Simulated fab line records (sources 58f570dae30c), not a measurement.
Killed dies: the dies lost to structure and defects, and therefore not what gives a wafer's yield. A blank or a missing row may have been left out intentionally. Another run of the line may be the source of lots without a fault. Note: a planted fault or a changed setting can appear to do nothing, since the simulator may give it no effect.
fab line records | flow berkeley-cmos170
[record] lots = 15 wafers = 45 last-day = 14
route steps=331 shown START@1 NWELL@25 PWELL@47 PFIELD@85
lots that met no fault: from a run of the same line without faults
start-h: start of the lot's first displayed wafer, in hours after the record's first day | wait-h: time in hours since the lot's previous step | " repeats the value in the row above | L1.1+2: several wafers, shown together as one row | - no value, or no start given | * or withheld: withheld | < > ~ a bound
route shown NAME@n: a module of which the file shows steps, and the number in the route of the first | usual: mean and standard deviation over wafers with no fault | same: alike in all rows | chamber/n: place in a boat | sites: per-site readings | _std_site: their standard deviation | _edge_site: mean of outer sites minus mean of inner sites | radius-mm: how far each site lies from the wafer's centre | mask NAME#n: copy n | behind: the tool/chamber that last shaped the wafer | hold: the reason the lot was held/the length of the hold in hours/how it ended | device: the n, p or np transistor that did not switch | end of line: the route-end tests of the same wafers | for a step that has no rows: nothing shown but its recipe | killed: at the first sort, the dies lost to defects and structure; wafer yield is something else | map: per-die view of a wafer (x killed, . not killed, _ where there is no die)
set.NAME: the run value of the setting; set.NAME@STEP: its run value at that earlier step | model.NAME: the simulator's own value behind a step, which no gauge read
route steps across a sampled set of lots; one table per step, one row per wafer
[[steps]]
[step UCB170_START_BOW_MEAS_00]
[recipe] mode = bow
[usual] INCOMING_BOW = 0/6
// columns lot.wafer tool chamber start-h wait-h INCOMING_BOW[um]
L362.1 film-metro-04 - 10.00 - -8
L362.5 " - " " 3
L362.6 " - " " -4
L364.1 film-metro-03 - 20.00 - -1
L364.5 " - " " -2
L364.6 " - " " -16
L365.1 film-metro-03 - 25.00 - 5
L365.2 " - " " -5
L365.6 " - " " 3
L366.1 film-metro-04 - 30.00 - -5
L366.2 " - " " 11
L366.6 " - " " -7
L367.4 film-metro-04 - 35.06 - 5
L367.5 " - " " 7
L367.6 " - " " 9
L368.1 film-metro-02 - 40.00 - -1
L368.2 " - " " 8
L368.3 " - " " 3
L371.1 film-metro-03 - 55.00 - -5
L371.3 " - " " 0
L371.5 " - " " 3
L372.2 film-metro-04 - 60.02 - 12
L372.3 " - " " -1
L372.5 " - " " 1
L373.2 film-metro-02 - 65.02 - 2
L373.4 " - " " -5
L373.5 " - " " 8
L374.2 film-metro-03 - 70.02 - 3
L374.3 " - " " -2
L374.5 " - " " 1
L375.2 film-metro-04 - 75.02 - -12
L375.3 " - " " 8
L375.6 " - " " -4
L376.2 film-metro-03 - 80.04 - -11
L376.3 " - " " -4
L376.4 " - " " -19
L377.3 film-metro-03 - 85.04 - 3
L377.5 " - " " 7
L377.6 " - " " 6
L384.1 film-metro-04 - 120.00 - 5
L384.3 " - " " -6
L384.4 " - " " -3
L385.1 film-metro-04 - 125.00 - -4
L385.3 " - " " 2
L385.5 " - " " 7
[step UCB170_NWELL_DEVELOP_11]
[recipe] developer = TMAH develop-time-s = 45 resist = KrF dev-temp-c = 21
[usual] chill-plate-temp-C = 23.00/0.11 develop-time-s = 45/0
// columns lot.wafer tool chamber start-h wait-h chill-plate-temp-C develop-time-s
L362.1 litho-track-03 0 38 - 23.08 45
L362.5 " 0 " " 23.01 45
L362.6 " 0 " " 22.96 45
L364.1 litho-track-01 0 52 - 22.95 45
L364.5 " 0 " " 23.15 45
L364.6 " 0 " " 23.10 45
L365.1 litho-track-03 0 52 - 23.12 45
L365.2 " 0 " " 23.09 45
L365.6 " 0 " " 22.96 45
L366.1 litho-track-03 0 59 - 22.92 45
L366.2 " 0 " " 22.91 45
L366.6 " 0 " " 23.10 45
L367.4 litho-track-01 0 59 - 23.05 45
L367.5 " 0 " " 23.00 45
L367.6 " 0 " " 23.14 45
L368.1 litho-track-04 0 60 - 22.92 45
L368.2 " 0 " " 22.91 45
L368.3 " 0 " " 22.79 45
L371.1 litho-track-01 0 83 - 22.99 45
L371.3 " 0 " " 22.90 45
L371.5 " 0 " " 23.14 45
L373.2 litho-track-04 0 89 - 23.00 45
L373.4 " 0 " " 23.16 45
L373.5 " 0 " " 23.04 45
L372.2 litho-track-01 0 89 - 22.91 45
L372.3 " 0 " " 22.99 45
L372.5 " 0 " " 23.00 45
L375.2 litho-track-04 - 96 - - -
L375.3 " - " " - -
L375.6 " - " " - -
L374.2 litho-track-03 - 97 - - -
L374.3 " - " " - -
L374.5 " - " " - -
L376.2 litho-track-01 - 105 - - -
L376.3 " - " " - -
L376.4 " - " " - -
L377.3 litho-track-03 0 115 - 23.12 45
L377.5 " 0 " " 22.95 45
L377.6 " 0 " " 23.26 45
L384.1 litho-track-01 0 151 - 23.14 45
L384.3 " 0 " " 23.13 45
L384.4 " 0 " " 23.02 45
L385.1 litho-track-01 0 163 - 23.02 45
L385.3 " 0 " " 22.90 45
L385.5 " 0 " " 22.87 45
[step UCB170_PWELL_OVL_MEAS_13]
[usual] PWELL_OVL = 0/5.2
// columns lot.wafer tool chamber start-h wait-h PWELL_OVL[nm]
L362.1 overlay-02 - 58.82 - -3
L362.5 " - " " -5
L362.6 " - " " 10
L365.1 overlay-02 - 72.68 - 1
L365.2 " - " " -2
L365.6 " - " " -11
L364.1 overlay-01 - 72.92 - 0
L364.5 " - " " 0
L364.6 " - " " 0
L367.4 overlay-02 - 81.28 - -7
L367.5 " - " " 5
L367.6 " - " " -3
L366.1 overlay-02 - 81.53 - -7
L366.2 " - " " -1
L366.6 " - " " -3
L368.1 overlay-01 - 81.68 - 6
L368.2 " - " " 6
L368.3 " - " " 5
L371.1 overlay-02 - 104.15 - -5
L371.3 " - " " -4
L371.5 " - " " 3
L373.2 overlay-01 - 107.89 - -1
L373.4 " - " " 0
L373.5 " - " " 5
L372.2 overlay-01 - 108.51 - 2
L372.3 " - " " 5
L372.5 " - " " 3
L377.3 overlay-01 - 144.83 - -8
L377.5 " - " " 3
L377.6 " - " " 1
L384.1 overlay-02 - 174.98 - -1
L384.3 " - " " 2
L384.4 " - " " -4
L385.1 overlay-02 - 182.43 - -7
L385.3 " - " " -2
L385.5 " - " " -1
[step UCB170_PFIELD_OVL_MEAS_06]
[usual] PFIELD_OVL = -2/5.5
// columns lot.wafer tool chamber start-h wait-h PFIELD_OVL[nm]
L362.1 overlay-01 - 94.99 - -11
L362.5 " - " " -15
L362.6 " - " " -9
L364.1 overlay-01 - 108.97 - -13
L364.5 " - " " 1
L364.6 " - " " 7
L365.1 overlay-01 - 109.09 - 1
L365.2 " - " " -2
L365.6 " - " " -4
L368.1 overlay-02 - 116.48 - 4
L368.2 " - " " 3
L368.3 " - " " 5
L366.1 overlay-02 - 116.75 - 3
L366.2 " - " " -2
L366.6 " - " " -3
L367.4 overlay-02 - 117.05 - -5
L367.5 " - " " -7
L367.6 " - " " -3
L371.1 overlay-02 - 149.89 - -6
L371.3 " - " " -4
L371.5 " - " " -10
L372.2 overlay-01 - 150.10 - -8
L372.3 " - " " -9
L372.5 " - " " -8
L373.2 overlay-02 - 150.35 - -5
L373.4 " - " " -5
L373.5 " - " " 0
L377.3 overlay-02 - 183.48 - -4
L377.5 " - " " -12
L377.6 " - " " -5
L384.1 overlay-02 - 217.90 - -3
L384.3 " - " " -1
L384.4 " - " " 2
L385.1 overlay-02 - 225.25 - -7
L385.3 " - " " -6
L385.5 " - " " 1
[[key]]
[first-sign] step = UCB170_NWELL_DEVELOP_11 reading = tool-record direction = missing
effect none on later readings
met-at UCB170_NWELL_DEVELOP_11
struck-lots L374,L375,L376
later-rows-left-out L374.2,L374.3,L374.5,L375.2,L375.3,L375.6,L376.2,L376.3,L376.4
sort-left-out L374.2,L374.3,L374.5,L375.2,L375.3,L375.6,L376.2,L376.3,L376.4
tester-left-out L374,L375,L376
not-acting-at UCB170_START_BOW_MEAS_00,UCB170_PWELL_OVL_MEAS_13,UCB170_PFIELD_OVL_MEAS_06
onset-between 89 96
[fault] kind = skipped-step-whole tool = litho-track-01,litho-track-03,litho-track-04 chamber = - onset-h = 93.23 steps = UCB170_NWELL_DEVELOP_11 scope = struck-lots-only
// tester-left-out: of these lots the tester's yield and bins aren't shown, on N5 and GAA mostly nor the transistor test; their killed dies are dies lost to structure and defects alone, not to doping, threshold or leakage, so they don't give the yield
// sort-left-out: the simulated sort isn't trusted on such a fault, so these wafers' sort isn't shown, and their yield isn't known
// later-rows-left-out: the simulator's readings of these wafers behind a module that went badly wrong aren't trusted and aren't shown, but for the sort
